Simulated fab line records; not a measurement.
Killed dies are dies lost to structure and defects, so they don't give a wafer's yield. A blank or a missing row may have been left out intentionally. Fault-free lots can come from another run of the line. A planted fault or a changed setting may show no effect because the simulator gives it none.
A struck lot beside a sound one -- flow berkeley cmos170 -- 15 steps out of a route of 331
Sound: these wafers, L877.1, L877.2, L877.3. Wafers struck: L890.1, L890.2, L890.3. The cause comes at the end.
Each step with rows lists, per side, the tool, then ch with its chambers, then its first start. Under that, the readings that differ: sound wafers -- struck wafers -- difference of the means -- sigmas: that difference in standard deviations of wafers without a fault.
alike: words and numbers the same on both sides, and readings whose means are apart by under 2 such deviations; not compared: readings that were withheld, readings missing a value for some wafer, numbers with overlapping values and no deviation given by the record, and bounds like >300 which may hide the same value.
A row with sigmas, a row that says differs or no value, or rows on one side alone: a step with any of these is where the two part. Non-overlapping numbers with no deviation appear without sigmas and do not part them. A reading missing from all wafers of one side parts the sides only when that side holds two or more wafers.

first, 3 steps without rows for these wafers: UCB170_V2_EXPOSE_09 (exposes mask VIA2, target cd 700 nm); UCB170_V2_PEB_10; UCB170_V2_DEVELOP_11 (develop time 45 s).
UCB170_V2_CD_MEAS_12 targets a cd of 700 nm.
  sound: cd sem-01 at day 9 12:59; struck: cd sem-01 at day 12 20:02
  alike: cd nm
UCB170_V2_OVL_MEAS_13:
  sound: overlay-01 at day 9 13:06; struck: overlay-01 at day 12 20:09
  alike: V2_OVL
UCB170_V2_ETCH_14: etches SiO2 in CHF3/CF4/Ar, stops on Al, target depth 1250 nm, time 291 s.
  sound on rie diel-04 ch 0,2,3, day 9 13:08; struck on rie diel-02 ch 0,1,3, day 12 20:11
  alike: drypump motor current A, mfc ar sccm, oes product au, throttle valve pct
  not compared: rf hours counter h
UCB170_V2_STRIP_15: strips in O2.
  sound on plasma asher-03 ch 0,1, day 9 13:19; struck on plasma asher-03 ch 0,1, day 12 20:22
  alike: drypump motor current A, oes product au, strip time to endpoint s
  not compared: rf hours counter h
UCB170_V2_CD_MEAS_90 targets a cd of 700 nm.
  sound: cd sem-02 at day 9 13:25; struck: cd sem-02 at day 12 20:30
  alike: cd nm
then, 1 step without rows for these wafers: UCB170_M3_PRE_CLEAN_00 (preclean etch time 60 s).
UCB170_M3_SPUTTER_01: material Al, target thk 900 nm, time 120 s.
  sound: pvd sputter-02 at day 9 13:36; struck: pvd sputter-02 at day 12 20:41
  alike: throttle valve pct
UCB170_M3_RS_MEAS_02: measurement is done with a four-point probe.
  sound: film metro-02 at day 9 13:41; struck: film metro-04 at day 12 20:46
  alike: M3_AL_RS
UCB170_M3_THK_MEAS_03: measures by xrf.
  sound: film metro-02 at day 9 13:48; struck: film metro-04 at day 12 20:53
  alike: M3_AL_THK
UCB170_M3_HMDS_04: prime time 60 s.
  sound on litho track-02 ch 0, day 9 13:52; struck on litho track-02 ch 0, day 12 20:57
reading,sound,struck,difference,sigmas
prime temp c (C),100.17 100.09 99.99,106.31 106.21 106.23,+6.17,+44
then, 1 step without rows for these wafers: UCB170_M3_COAT_05 (resist thk 900 nm).
UCB170_M3_PROBE_99:
  only the struck wafers here have rows in the record (prober-01, day 12 23:25); the sound ones have none

== WHERE THEY PART ==
At UCB170_M3_HMDS_04 first; at UCB170_M3_PROBE_99 last (within this record only).

WHY: the cause the simulator had injected
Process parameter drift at UCB170_M3_HMDS_04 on litho track-02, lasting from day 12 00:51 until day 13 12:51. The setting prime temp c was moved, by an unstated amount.
